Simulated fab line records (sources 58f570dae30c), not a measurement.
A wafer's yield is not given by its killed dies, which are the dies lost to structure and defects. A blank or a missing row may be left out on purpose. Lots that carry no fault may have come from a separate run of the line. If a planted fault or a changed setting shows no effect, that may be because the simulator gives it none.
Comparing a struck lot with a sound one || flow berkeley cmos170 || 18 steps out of a route of 331
Sound: wafers L301.3, L301.4, L301.6. Wafers L304.2, L304.3, L304.6 were the ones struck. At the end, the cause is stated.
For every step that has rows: the tool of each side, followed by ch and its chambers, followed by its first start. Under that, the readings that differ: sound wafers || struck wafers || difference of the means || sigmas: that difference in standard deviations of wafers without a fault.
alike: same words and numbers on both sides, and readings whose means sit less than 2 such deviations apart. not compared: any withheld reading, any reading some wafer has no value for, any bound like >300 that may hide the same value, and any number with overlapping values for which the record gives no deviation.
A row with sigmas, a row that says differs or no value, or rows on one side alone: a step with any of these is where the two part. When numbers do not overlap yet have no deviation, they are printed without sigmas and do not part them. A reading missing from all wafers of one side parts the sides only when that side holds two or more wafers.

first, 1 step without rows for these wafers: UCB170_CONTACT_SOFTBAKE_05 (time 60 s).
UCB170_CONTACT_STRIP_06: strips in O2.
  sound on plasma asher-02 ch 0,1, day 9 07:56; struck on plasma asher-01 ch 0, day 10 19:49
  alike: drypump motor current A, oes product au, strip time to endpoint s
  not compared: rf hours counter h
then, 1 step without rows for these wafers: UCB170_CONTACT_CLEAN_07 (cleans in SPM, time 600 s).
UCB170_CONTACT_RTA_08: time 10 s.
  sound on rtp anneal-01 ch 0, day 9 08:13; struck on rtp anneal-01 ch 0, day 10 20:34
{"reading": "chamber o2 ppm", "sound": "2.019 2.012 2.057", "struck": "1.980 1.975 1.990", "difference": -0.048, "sigmas": -2}
  alike: lamp power pct, wafer_temp_C_max
then, 6 steps without rows for these wafers: UCB170_CONTACT_COAT_09; UCB170_CONTACT_COAT_10 (resist thk 912.2 nm); UCB170_CONTACT_SOFTBAKE_11 (time 60 s); UCB170_CONTACT_EXPOSE_12 (exposes mask CONT, target cd 700 nm); UCB170_CONTACT_PEB_13; UCB170_CONTACT_DEVELOP_14 (develop time 45 s).
UCB170_CONTACT_CD_MEAS_15: target cd 700 nm.
  sound: cd sem-01 at day 9 09:08; struck: cd sem-02 at day 10 22:28
{"reading": "cd nm (nm)", "sound": "700.6 699.7 700.9", "struck": "698.2 697.0 694.9", "difference": -3.7, "sigmas": -3}
UCB170_CONTACT_OVL_MEAS_16:
  sound: overlay-01 at day 9 09:14; struck: overlay-02 at day 10 22:35
  alike: CONTACT_OVL
UCB170_CONTACT_ETCH_17: etches BARC in N2/H2.
  sound on rie diel-01 ch 0,2, day 9 09:16; struck on rie diel-02 ch 1,3, day 10 22:37
  no value came back on the struck wafers for any of 5 readings (bias w (W), chamber pressure mTorr (mTorr) and others); on the sound wafers bias w (W) reads 99.5 99.9 99.9
UCB170_CONTACT_ETCH_18: etches PSG in CHF3/CF4/Ar, stops on TiSi2, target depth 840 nm, time 195 s.
  sound: rie diel-01 ch 0,2; struck: rie diel-02 ch 1,3
{"reading": "oes product au (a.u.)", "sound": "0.883 0.874 0.872", "struck": "0.379 0.371 0.386", "difference": -0.498, "sigmas": -36}
  alike: CHF3_flow_sccm, cf4 flow sccm, drypump motor current A, throttle valve pct
  not compared: rf hours counter h
UCB170_CONTACT_STRIP_19: strips in O2.
  sound on plasma asher-03 ch 0,1, day 9 09:28; struck on plasma asher-01 ch 0,1, day 10 22:47
  alike: drypump motor current A, oes product au
  not compared: rf hours counter h
UCB170_CONTACT_CD_MEAS_90: target cd 700 nm.
  sound: cd sem-01 at day 9 09:34; struck: cd sem-01 at day 10 22:54
{"reading": "cd nm (nm)", "sound": "701.0 699.5 699.7", "struck": "- - -", "difference": "no value on the struck wafers", "sigmas": ""}
then, 1 step without rows for these wafers: UCB170_CONTACT_CLEAN_20 (cleans in SPM, time 600 s).
UCB170_M3_PROBE_99:
  rows exist in the record for the struck wafers here (prober-02, day 11 23:02), but not for the sound ones

## WHERE THEY PART
First at UCB170_CONTACT_RTA_08; last, within this record, at UCB170_M3_PROBE_99.

WHY: whatever the simulator had introduced
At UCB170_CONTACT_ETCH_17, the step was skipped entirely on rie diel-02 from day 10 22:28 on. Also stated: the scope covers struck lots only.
